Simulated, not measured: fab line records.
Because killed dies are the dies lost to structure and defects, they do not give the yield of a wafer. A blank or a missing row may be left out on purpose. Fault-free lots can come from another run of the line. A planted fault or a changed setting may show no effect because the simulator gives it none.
Which tool was responsible?	flow berkeley cmos170	16 lots, 48 wafers sampled, at 2 steps of a route of 331

WHAT EACH GAUGE READ, for each wafer
UCB170_GATE_OVL_MEAS_13.
lot	measured	on	GATE_OVL (nm)
L580	day 7 03:14	overlay-02	-8 0 -1
L581	day 7 09:59	overlay-02	10 4 11
L586	day 8 03:06	overlay-02	5 9 3
L584	day 8 03:44	overlay-01	-1 5 -2
L585	day 8 03:55	overlay-02	7 0 0
L587	day 8 13:25	overlay-01	-2 14 0
L591	day 8 17:48	overlay-02	11 4 6
L592	day 8 18:05	overlay-01	-4 11 -6
L590	day 8 18:10	overlay-02	-4 4 -2
L588	day 8 18:17	overlay-01	1 1 2
L589	day 8 18:24	overlay-01	-134 -125 -132
L593	day 10 01:20	overlay-01	-123 -118 -123
L595	day 10 04:34	overlay-01	6 5 -6
L598	day 10 15:24	overlay-02	-124 -116 -125
L600	day 11 06:06	overlay-02	-130 -125 -119
L603	day 12 08:20	overlay-01	12 10 -1

TOOL THAT RAN EACH LOT (tool first, then ch and the chambers of the sampled wafers, then the start)
lot	UCB170_GATE_EXPOSE_09
L580	krf scanner-01 ch 0, day 7 02:44
L581	krf scanner-01 ch 0, day 7 09:13
L586	krf scanner-01 ch 0, day 8 02:25
L584	krf scanner-01 ch 0, day 8 03:05
L585	krf scanner-02 ch 0, day 8 03:19
L587	krf scanner-02 ch 0, day 8 12:53
L591	krf scanner-01 ch 0, day 8 17:06
L592	krf scanner-01 ch 0, day 8 17:13
L590	krf scanner-02 ch 0, day 8 17:27
L588	krf scanner-02 ch 0, day 8 17:33
L589	krf scanner-01 ch 0, day 8 17:47
L593	krf scanner-01 ch 0, day 10 00:27
L595	krf scanner-02 ch 0, day 10 03:53
L598	krf scanner-01 ch 0, day 10 14:48
L600	krf scanner-01 ch 0, day 11 05:37
L603	krf scanner-02 ch 0, day 12 07:49
- UCB170_GATE_EXPOSE_09: exposes mask POLY, target cd 350 nm.

AS READ BY THE TOOLS THEMSELVES (means over the sampled wafers that have a number; for cases with no such wafer, the mark the record gives instead)
UCB170_GATE_EXPOSE_09.
lot	tool	exposure dose mJ cm2
L580	krf scanner-01	20.970
L581	krf scanner-01	20.997
L586	krf scanner-01	20.988
L584	krf scanner-01	20.980
L585	krf scanner-02	20.973
L587	krf scanner-02	20.997
L591	krf scanner-01	20.981
L592	krf scanner-01	20.990
L590	krf scanner-02	21.003
L588	krf scanner-02	20.994
L589	krf scanner-01	21.011
L593	krf scanner-01	20.985
L595	krf scanner-02	20.977
L598	krf scanner-01	21.016
L600	krf scanner-01	20.994
L603	krf scanner-02	21.003

THE ANSWER, worked out from the rows above alone
Rule: what is usual is taken from the lots themselves. The widest of any qualifying gaps counts: lots, ordered by their means at a reading, are off when they make up no more than a third of the lots, leave a main group of 4 or more, and stand apart from it by 3 or more times the standard deviation of that group's means. The tables above print the reading to a certain number of digits; a main group whose means all agree to those digits is not used. Also off: a lot with no number at a reading for which 4 or more lots have one. Any other lot the step has rows for is counted as sound. Order of review: gauges by route order, followed by the tools' own readings, for which a lot's mean as printed above is used. The first step at which some lot is off is used, and at that step the reading that is off furthest; a lot without a number counts as furthest.
Off: at UCB170_GATE_OVL_MEAS_13 (GATE_OVL), L589, L593, L598, L600. For the main group the mean is 3 nm and the standard deviation 3.4.
A tool fits if, at a process step before that reading, it ran every lot that is off, and no sound lot after the first of them. The gauges at UCB170_GATE_OVL_MEAS_13 are tried like those tools. One candidate fits, namely krf scanner-01 at UCB170_GATE_EXPOSE_09. A fault onset in the window from L592 (day 8 17:13, its last sound lot) to L589 (day 8 17:47, its first lot off) fits.

WHAT WAS PUT IN BY THE SIMULATOR
Scanner matching overlay: krf scanner-01, from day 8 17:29 on, at UCB170_GATE_EXPOSE_09. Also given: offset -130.
Struck lots among those shown: L589, L593, L598, L600. This agrees with what the rule above found.
